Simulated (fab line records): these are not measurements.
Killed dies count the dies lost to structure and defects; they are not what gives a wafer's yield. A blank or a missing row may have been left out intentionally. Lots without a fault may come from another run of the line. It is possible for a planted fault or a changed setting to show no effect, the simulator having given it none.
Which tool did it? :: flow rit cmos :: 13 lots, 39 wafers sampled, at 2 steps of a route of 202

WHAT THE GAUGES SHOWED, per wafer
Not one reading of a measure or inspect step in the record can be checked against a usual standard deviation.

TOOL THAT RAN EACH LOT (tool first, then ch and the chambers of the sampled wafers, then the start)
lot: L196
RIT_NSD_STRIP_09: plasma asher-03 ch 0,1, day 3 00:01
RIT_M1_PROBE_99: -

lot: L197
RIT_NSD_STRIP_09: plasma asher-03 ch 0,1, day 3 06:34
RIT_M1_PROBE_99: -

lot: L198
RIT_NSD_STRIP_09: plasma asher-03 ch 0,1, day 3 11:28
RIT_M1_PROBE_99: -

lot: L199
RIT_NSD_STRIP_09: plasma asher-01 ch 0,1, day 3 16:25
RIT_M1_PROBE_99: -

lot: L200
RIT_NSD_STRIP_09: plasma asher-01 ch 0,1, day 3 20:27
RIT_M1_PROBE_99: -

lot: L201
RIT_NSD_STRIP_09: plasma asher-02 ch 0,1, day 4 01:20
RIT_M1_PROBE_99: -

lot: L202
RIT_NSD_STRIP_09: plasma asher-02 ch 0,1, day 4 04:59
RIT_M1_PROBE_99: -

lot: L203
RIT_NSD_STRIP_09: plasma asher-01 ch 0,1, day 4 10:05
RIT_M1_PROBE_99: -

lot: L204
RIT_NSD_STRIP_09: plasma asher-01 ch 0,1, day 4 16:45
RIT_M1_PROBE_99: -

lot: L210
RIT_NSD_STRIP_09: plasma asher-02 ch 0,1, day 6 00:04
RIT_M1_PROBE_99: prober-01, day 6 10:28

lot: L213
RIT_NSD_STRIP_09: plasma asher-02 ch 0,1, day 6 13:11
RIT_M1_PROBE_99: prober-02, day 6 23:01

lot: L216
RIT_NSD_STRIP_09: plasma asher-03 ch 0,1, day 7 07:41
RIT_M1_PROBE_99: -

lot: L218
RIT_NSD_STRIP_09: plasma asher-03 ch 0,1, day 7 13:04
RIT_M1_PROBE_99: -
- RIT_NSD_STRIP_09: strips in O2, time 180 s.
- RIT_M1_PROBE_99

WHAT THE TOOLS THEMSELVES READ (means of the sampled wafers that have a number; where no wafer has one, the mark that the record gives instead)
RIT_NSD_STRIP_09.
lot: L196
tool: plasma asher-03
drypump motor current A (A): 6.0

lot: L197
tool: plasma asher-03
drypump motor current A (A): 5.6

lot: L198
tool: plasma asher-03
drypump motor current A (A): 6.0

lot: L199
tool: plasma asher-01
drypump motor current A (A): 5.7

lot: L200
tool: plasma asher-01
drypump motor current A (A): 5.7

lot: L201
tool: plasma asher-02
drypump motor current A (A): 5.8

lot: L202
tool: plasma asher-02
drypump motor current A (A): 5.8

lot: L203
tool: plasma asher-01
drypump motor current A (A): 5.9

lot: L204
tool: plasma asher-01
drypump motor current A (A): 5.9

lot: L210
tool: plasma asher-02
drypump motor current A (A): 5.8

lot: L213
tool: plasma asher-02
drypump motor current A (A): 5.8

lot: L216
tool: plasma asher-03
drypump motor current A (A): 5.9

lot: L218
tool: plasma asher-03
drypump motor current A (A): 6.0

RIT_M1_PROBE_99.
lot: L210
tool: prober-01
killed_at_M0_to_M3: 0.0
killed at contacts: 0.0
killed at front end: 14.7
killed dies: 14.7
killed open: 3.3
killed short: 3.0

lot: L213
tool: prober-02
killed_at_M0_to_M3: 0.3
killed at contacts: 0.0
killed at front end: 15.3
killed dies: 15.7
killed open: 3.7
killed short: 4.0

THE ANSWER, worked out from the rows above alone
Rule: what is usual is taken from the lots themselves. Put in order of their means at a reading, lots are off if they are a third of the lots or fewer, leave a main group of 4 or more, and stand apart from it by a gap of 3 or more times the standard deviation of the main group's means; of several such gaps the widest counts. A main group is skipped when, at the precision printed for the reading in the tables above, its means are all equal. A lot without any number at a reading at which 4 lots or more have one is off too. All remaining lots with rows at the step are treated as sound. First the gauges in route order, then the tools' own readings, where a lot's mean is used as printed above. The first step at which some lot is off is used, and at that step the reading that is off furthest; a lot without a number counts as furthest.
No lot is off on any of the readings shown, so nothing can be concluded from this.

WHAT THE SIMULATOR HAD PUT IN
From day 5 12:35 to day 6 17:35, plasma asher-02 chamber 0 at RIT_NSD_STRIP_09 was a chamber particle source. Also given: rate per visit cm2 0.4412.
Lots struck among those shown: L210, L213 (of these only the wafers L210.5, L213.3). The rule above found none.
